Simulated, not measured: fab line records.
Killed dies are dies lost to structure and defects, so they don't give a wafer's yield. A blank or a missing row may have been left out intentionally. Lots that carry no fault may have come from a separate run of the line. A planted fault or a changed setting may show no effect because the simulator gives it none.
Which tool is to blame? :: flow berkeley-cmos170 :: 10 lots, 30 wafers sampled, at 5 steps of a route of 331

WHAT EACH GAUGE READ, for each wafer
UCB170_START_BOW_MEAS_00. Usual: INCOMING_BOW gives 0 um (standard deviation 6.8).
lot: L195
measured: day 1 10:01
on: film-metro-02
INCOMING_BOW (um): -5 -1 1
flag: 

lot: L196
measured: day 1 15:00
on: film-metro-04
INCOMING_BOW (um): 10 -2 9
flag: 

lot: L200
measured: day 2 11:00
on: film-metro-04
INCOMING_BOW (um): -1 -15 3
flag: 

lot: L203
measured: day 3 02:00
on: film-metro-04
INCOMING_BOW (um): -9 -6 -12
flag: 

lot: L209
measured: day 4 08:02
on: film-metro-02
INCOMING_BOW (um): -6 19 5
flag: 

lot: L211
measured: day 4 18:00
on: film-metro-02
INCOMING_BOW (um): -7 5 13
flag: 

lot: L213
measured: day 5 04:00
on: film-metro-03
INCOMING_BOW (um): -5 5 5
flag: 

lot: L215
measured: day 5 14:00
on: film-metro-02
INCOMING_BOW (um): -2 -5 -3
flag: 

lot: L217
measured: day 6 00:02
on: film-metro-04
INCOMING_BOW (um): 1 2 -6
flag: 

lot: L218
measured: day 6 05:00
on: film-metro-03
INCOMING_BOW (um): -1 4 3
flag: 

UCB170_NWELL_TW_MEAS_16. Usual: NWELL_TW gives 1255 (standard deviation 6.2).
lot: L195
measured: day 2 09:13
on: film-metro-01
NWELL_TW: 1260 1270 1262
flag: 

lot: L196
measured: day 2 20:00
on: film-metro-01
NWELL_TW: 1268 1270 1263
flag: 

lot: L200
measured: day 3 18:02
on: film-metro-01
NWELL_TW: 1254 1256 1255
flag: 

lot: L203
measured: day 4 04:04
on: film-metro-01
NWELL_TW: 1259 1263 1268
flag: 

lot: L209
measured: day 5 20:51
on: film-metro-04
NWELL_TW: 1246 1244 1246
flag: 

lot: L211
measured: day 6 03:26
on: film-metro-04
NWELL_TW: 1249 1245 1249
flag: 

lot: L213
measured: day 6 08:50
on: film-metro-04
NWELL_TW: 1247 1253 1250
flag: 

lot: L215
measured: day 6 17:42
on: film-metro-01
NWELL_TW: 1259 1258 1257
flag: 

lot: L217
measured: day 7 01:52
on: film-metro-04
NWELL_TW: 1252 1260 1261
flag: 

lot: L218
measured: day 7 08:46
on: film-metro-02
NWELL_TW: 1258 1257 1255
flag: 

UCB170_PFIELD_TW_MEAS_09. Usual: PFIELD_TW gives 606 (standard deviation 4.3).
lot: L195
measured: day 4 22:32
on: film-metro-04
PFIELD_TW: 601 600 603
flag: 

lot: L196
measured: day 5 06:49
on: film-metro-01
PFIELD_TW: 608 608 607
flag: 

lot: L200
measured: day 6 07:12
on: film-metro-02
PFIELD_TW: 541 542 542
flag: OFF

lot: L203
measured: day 6 12:49
on: film-metro-02
PFIELD_TW: 546 543 545
flag: OFF

lot: L209
measured: day 8 09:44
on: film-metro-04
PFIELD_TW: 602 602 601
flag: 

lot: L211
measured: day 8 21:23
on: film-metro-01
PFIELD_TW: 611 614 616
flag: 

lot: L213
measured: day 8 22:21
on: film-metro-02
PFIELD_TW: 607 603 606
flag: 

lot: L215
measured: day 9 05:25
on: film-metro-02
PFIELD_TW: 610 612 612
flag: 

lot: L217
measured: day 9 23:25
on: film-metro-04
PFIELD_TW: 606 602 599
flag: 

lot: L218
measured: day 9 23:41
on: film-metro-01
PFIELD_TW: 609 612 606
flag: 

UCB170_GATE_THK_MEAS_05. Usual: GATE_POLY_THK gives 213.2 nm (standard deviation 2.5).
lot: L195
measured: day 7 08:46
on: film-metro-03
GATE_POLY_THK (nm): 213.5 212.9 213.9
flag: 

lot: L196
measured: day 7 08:46
on: film-metro-04
GATE_POLY_THK (nm): 215.2 214.4 215.8
flag: 

lot: L200
measured: day 8 15:59
on: film-metro-03
GATE_POLY_THK (nm): 217.6 215.1 217.5
flag: 

lot: L203
measured: day 8 21:58
on: film-metro-04
GATE_POLY_THK (nm): 212.5 212.8 210.1
flag: 

lot: L209
measured: day 10 22:31
on: film-metro-03
GATE_POLY_THK (nm): 216.4 217.0 217.1
flag: 

lot: L211
measured: day 11 03:28
on: film-metro-03
GATE_POLY_THK (nm): 213.5 214.1 216.0
flag: 

lot: L213
measured: day 11 03:32
on: film-metro-03
GATE_POLY_THK (nm): 214.1 211.0 212.5
flag: 

lot: L215
measured: day 11 09:35
on: film-metro-03
GATE_POLY_THK (nm): 209.2 208.4 208.4
flag: 

lot: L217
measured: day 12 12:33
on: film-metro-01
GATE_POLY_THK (nm): 212.2 211.4 211.8
flag: 

lot: L218
measured: day 12 12:33
on: film-metro-03
GATE_POLY_THK (nm): 209.9 209.6 210.2
flag: 

WHICH TOOL RAN EACH LOT (tool, then ch and the chambers of the sampled wafers, then the start)
lot: L195
UCB170_PFIELD_IMPLANT_07: implanter-01 ch 0, day 4 22:18

lot: L196
UCB170_PFIELD_IMPLANT_07: implanter-03 ch 0, day 5 06:34

lot: L200
UCB170_PFIELD_IMPLANT_07: implanter-04 ch 0, day 6 06:57

lot: L203
UCB170_PFIELD_IMPLANT_07: implanter-04 ch 0, day 6 12:34

lot: L209
UCB170_PFIELD_IMPLANT_07: implanter-01 ch 0, day 8 09:31

lot: L211
UCB170_PFIELD_IMPLANT_07: implanter-03 ch 0, day 8 21:08

lot: L213
UCB170_PFIELD_IMPLANT_07: implanter-01 ch 0, day 8 22:06

lot: L215
UCB170_PFIELD_IMPLANT_07: implanter-01 ch 0, day 9 05:10

lot: L217
UCB170_PFIELD_IMPLANT_07: implanter-03 ch 0, day 9 23:12

lot: L218
UCB170_PFIELD_IMPLANT_07: implanter-01 ch 0, day 9 23:26
- UCB170_PFIELD_IMPLANT_07

WHAT THE TOOLS THEMSELVES READ (means of the sampled wafers that have a number; where no wafer has one, the mark that the record gives instead)
UCB170_PFIELD_IMPLANT_07. Usual: beam-on-s 10.02 s, standard deviation 0.2; dose-ions-cm2 2.0002e+13, standard deviation 2.4e+10; end-station-pressure-torr 5.03e-06 Torr, standard deviation 2.6e-07; faraday-current-uA 63.3, standard deviation 1.3.
lot: L195
tool: implanter-01
beam-on-s (s): 10.02
dose-ions-cm2: 1.9969e+13
end-station-pressure-torr (Torr): 5.11e-06
faraday-current-uA: 63.4
flag: 

lot: L196
tool: implanter-03
beam-on-s (s): 10.04
dose-ions-cm2: 2.0005e+13
end-station-pressure-torr (Torr): 5.28e-06
faraday-current-uA: 63.3
flag: 

lot: L200
tool: implanter-04
beam-on-s (s): 9.98
dose-ions-cm2: 1.3901e+13
end-station-pressure-torr (Torr): 5.07e-06
faraday-current-uA: 44.0
flag: OFF

lot: L203
tool: implanter-04
beam-on-s (s): 10.09
dose-ions-cm2: 1.3911e+13
end-station-pressure-torr (Torr): 4.94e-06
faraday-current-uA: 43.7
flag: OFF

lot: L209
tool: implanter-01
beam-on-s (s): 10.09
dose-ions-cm2: 2.0013e+13
end-station-pressure-torr (Torr): 5.11e-06
faraday-current-uA: 63.0
flag: 

lot: L211
tool: implanter-03
beam-on-s (s): 10.02
dose-ions-cm2: 2.0022e+13
end-station-pressure-torr (Torr): 5.12e-06
faraday-current-uA: 63.1
flag: 

lot: L213
tool: implanter-01
beam-on-s (s): 10.14
dose-ions-cm2: 2.0023e+13
end-station-pressure-torr (Torr): 5.11e-06
faraday-current-uA: 62.5
flag: 

lot: L215
tool: implanter-01
beam-on-s (s): 9.99
dose-ions-cm2: 2.0030e+13
end-station-pressure-torr (Torr): 4.85e-06
faraday-current-uA: 63.6
flag: 

lot: L217
tool: implanter-03
beam-on-s (s): 10.14
dose-ions-cm2: 1.9991e+13
end-station-pressure-torr (Torr): 5.00e-06
faraday-current-uA: 62.5
flag: 

lot: L218
tool: implanter-01
beam-on-s (s): 10.05
dose-ions-cm2: 2.0006e+13
end-station-pressure-torr (Torr): 4.95e-06
faraday-current-uA: 63.0
flag: 

THE ANSWER, worked out from the rows above alone
Rule: a lot counts as off when the mean over its wafers that have a number is more than 3 standard deviations away from the usual mean. A lot without any number at a reading at which 4 lots or more have one is off too. All remaining lots with rows at the step are treated as sound. After the gauges, taken in route order, come the tools' own readings; for these a lot's mean is taken, as printed above. At the first step where some lot is off, the reading lying furthest off is the one used; lots without a number count as furthest.
Off: L200, L203, seen at UCB170_PFIELD_TW_MEAS_09 (PFIELD_TW).
A tool fits if, at a process step before that reading, it ran every lot that is off, and no sound lot after the first of them. The gauges at UCB170_PFIELD_TW_MEAS_09 aren't tried: what is off there is off at UCB170_PFIELD_IMPLANT_07 too, on other tools, and a gauge's error can't cause that. One candidate fits, namely implanter-04 at UCB170_PFIELD_IMPLANT_07. It ran no sound lot before its first lot that is off in this sample, so the start can't be narrowed down.
The tool's own readings at UCB170_PFIELD_IMPLANT_07 bear it out: on the lots that are off they differ by more than 5 times the standard deviation of the sound lots' means. dose-ions-cm2 reads 1.3906e+13 there against 2.0007e+13 on the sound lots; faraday-current-uA reads 43.9 there against 63.0 on the sound lots.

WHAT HAD BEEN PUT IN BY THE SIMULATOR
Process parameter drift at UCB170_PFIELD_IMPLANT_07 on implanter-04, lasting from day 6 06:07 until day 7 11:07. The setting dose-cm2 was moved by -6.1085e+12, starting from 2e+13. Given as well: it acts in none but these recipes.
Struck lots among those shown: L200, L203. Same finding as the rule above.
